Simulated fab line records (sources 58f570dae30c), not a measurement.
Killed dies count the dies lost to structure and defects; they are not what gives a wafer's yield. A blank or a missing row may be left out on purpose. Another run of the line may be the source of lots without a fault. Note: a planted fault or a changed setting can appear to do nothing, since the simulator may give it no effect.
A lot that was struck, set against a sound lot ; flow berkeley_cmos170 ; 32 out of 331 route steps
Sound: these wafers, L368.2, L368.3, L368.6. Struck: wafers L375.3, L375.4, L375.5. Last of all comes the cause.
At each step with rows: each side's tool, then ch and its chambers, then its first start. Under that, the readings that differ: sound wafers ; struck wafers ; difference of the means ; sigmas: that difference in standard deviations of wafers without a fault.
alike: a reading whose means differ by less than 2 such deviations, as well as words and numbers matching on both sides. not compared: withheld readings; readings where some wafer has no value; bounds like >300 that might hide an equal value; numbers whose values overlap and for which the record gives no deviation.
The two part at a step that has a row with sigmas, a row that says differs or no value, or rows on one side only. Numbers that have no deviation but don't overlap get no sigmas and don't part them. A reading missing from all wafers of one side parts the sides only when that side holds two or more wafers.

first, 6 steps without rows for these wafers: UCB170_V2_HMDS_06 (prime time 60 s); UCB170_V2_COAT_07 (resist thk 900 nm); UCB170_V2_SOFTBAKE_08 (time 60 s); UCB170_V2_EXPOSE_09 (exposes mask VIA2, target cd 700 nm); UCB170_V2_PEB_10; UCB170_V2_DEVELOP_11 (develop time 45 s).
UCB170_V2_CD_MEAS_12: target cd 700 nm.
  sound on cd_sem-01 at day 7 09:40; struck on cd_sem-02 at day 8 23:31
  alike: cd_nm
UCB170_V2_OVL_MEAS_13:
  sound on overlay-01 at day 7 09:46; struck on overlay-02 at day 8 23:37
  alike: V2_OVL
UCB170_V2_ETCH_14: etches SiO2 in CHF3/CF4/Ar, stops on Al, target depth 1250 nm, time 291 s.
  sound on rie_diel-01 ch 0,1,3, day 7 09:48; struck on rie_diel-01 ch 0,1,2, day 8 23:38
  alike: drypump_motor_current_A, oes_product_au, throttle_valve_pct
  not compared: rf_hours_counter_h
UCB170_V2_STRIP_15: strips in O2.
  sound on plasma_asher-02 ch 0,1, day 7 09:59; struck on plasma_asher-04 ch 0,1, day 8 23:51
  alike: drypump_motor_current_A, oes_product_au, strip_time_to_endpoint_s
  not compared: rf_hours_counter_h
UCB170_V2_CD_MEAS_90: target cd 700 nm.
  sound on cd_sem-02 at day 7 10:06; struck on cd_sem-02 at day 8 23:58
  alike: cd_nm
then, 1 step without rows for these wafers: UCB170_M3_PRE_CLEAN_00 (preclean etch time 60 s).
UCB170_M3_SPUTTER_01: material Al, target thk 900 nm, time 120 s.
  sound on pvd_sputter-02 at day 7 10:16; struck on pvd_sputter-03 at day 9 00:07
reading;sound;struck;difference;sigmas
model.Al_of_M3_SPUTTER_01.thk_nm (nm);910.8 910.3 903.3;782.1 790.7 780.8;-123.6;
  alike: cathode_dc_power_W, throttle_valve_pct
UCB170_M3_RS_MEAS_02: a four-point-probe measurement.
  sound on film_metro-02 at day 7 10:22; struck on film_metro-02 at day 9 00:14
reading;sound;struck;difference;sigmas
M3_AL_RS (ohm/sq);0.0318 0.0318 0.0320;0.0370 0.0366 0.0372;+0.0051;+13
UCB170_M3_THK_MEAS_03: measures by xrf.
  sound on film_metro-02 at day 7 10:29; struck on film_metro-02 at day 9 00:20
reading;sound;struck;difference;sigmas
M3_AL_THK (nm);907 908 903;771 784 776;-129;-10
then, 3 steps without rows for these wafers: UCB170_M3_HMDS_04 (prime time 60 s); UCB170_M3_COAT_05 (resist thk 900 nm); UCB170_M3_SOFTBAKE_06 (time 60 s).
UCB170_M3_STRIP_07: strips in O2.
  sound on plasma_asher-04 ch 0,1, day 7 11:37; struck on plasma_asher-03 ch 0,1, day 9 01:10
  alike: drypump_motor_current_A, oes_product_au, strip_time_to_endpoint_s
  not compared: rf_hours_counter_h
then, 7 steps without rows for these wafers: UCB170_M3_STRIP_08 (strips KrF in DMSO, time 600 s); UCB170_M3_COAT_09; UCB170_M3_COAT_10 (resist thk 900 nm); UCB170_M3_SOFTBAKE_11 (time 60 s); UCB170_M3_EXPOSE_12 (exposes mask METAL3, target cd 700 nm); UCB170_M3_PEB_13; UCB170_M3_DEVELOP_14 (develop time 46.53 s).
UCB170_M3_CD_MEAS_15: target cd 700 nm.
  sound on cd_sem-01 at day 7 13:16; struck on cd_sem-01 at day 9 02:29
  alike: cd_nm
UCB170_M3_OVL_MEAS_16:
  sound on overlay-02 at day 7 13:22; struck on overlay-01 at day 9 02:34
reading;sound;struck;difference;sigmas
M3_OVL (nm);4 5 13;-3 -7 -4;-12;-2
UCB170_M3_ETCH_17: etches BARC in N2/H2.
  sound on rie_diel-02 ch 2,3, day 7 13:24; struck on rie_diel-02 ch 0,1,3, day 9 02:36
  alike: bias_w, drypump_motor_current_A, oes_product_au, throttle_valve_pct
UCB170_M3_METAL_ETCH_18: etches Al in Cl2/BCl3, stops on SiO2, target depth 1170 nm, time 195 s.
  sound on rie_metal-03 ch 0,1, day 7 13:27; struck on rie_metal-04 ch 0,1, day 9 02:42
reading;sound;struck;difference;sigmas
bias_w (W);120.3 120.6 119.5;119.0 119.4 119.5;-0.8;-2
oes_product_au (a.u.);0.870 0.878 0.861;0.792 0.797 0.784;-0.079;-7
  alike: drypump_motor_current_A, throttle_valve_pct
  not compared: rf_hours_counter_h
UCB170_M3_STRIP_19: strips in O2.
  sound on plasma_asher-03 ch 0, day 7 13:38; struck on plasma_asher-03 ch 0,1, day 9 02:52
  alike: drypump_motor_current_A, oes_product_au
  not compared: rf_hours_counter_h
then, 1 step without rows for these wafers: UCB170_M3_PROBE_99.

== WHERE THEY PART ==
At UCB170_M3_RS_MEAS_02 first; at UCB170_M3_METAL_ETCH_18 last (within this record only). Later steps at which nothing parts them and some readings are alike: UCB170_M3_STRIP_19.

WHY: what the simulator had put in
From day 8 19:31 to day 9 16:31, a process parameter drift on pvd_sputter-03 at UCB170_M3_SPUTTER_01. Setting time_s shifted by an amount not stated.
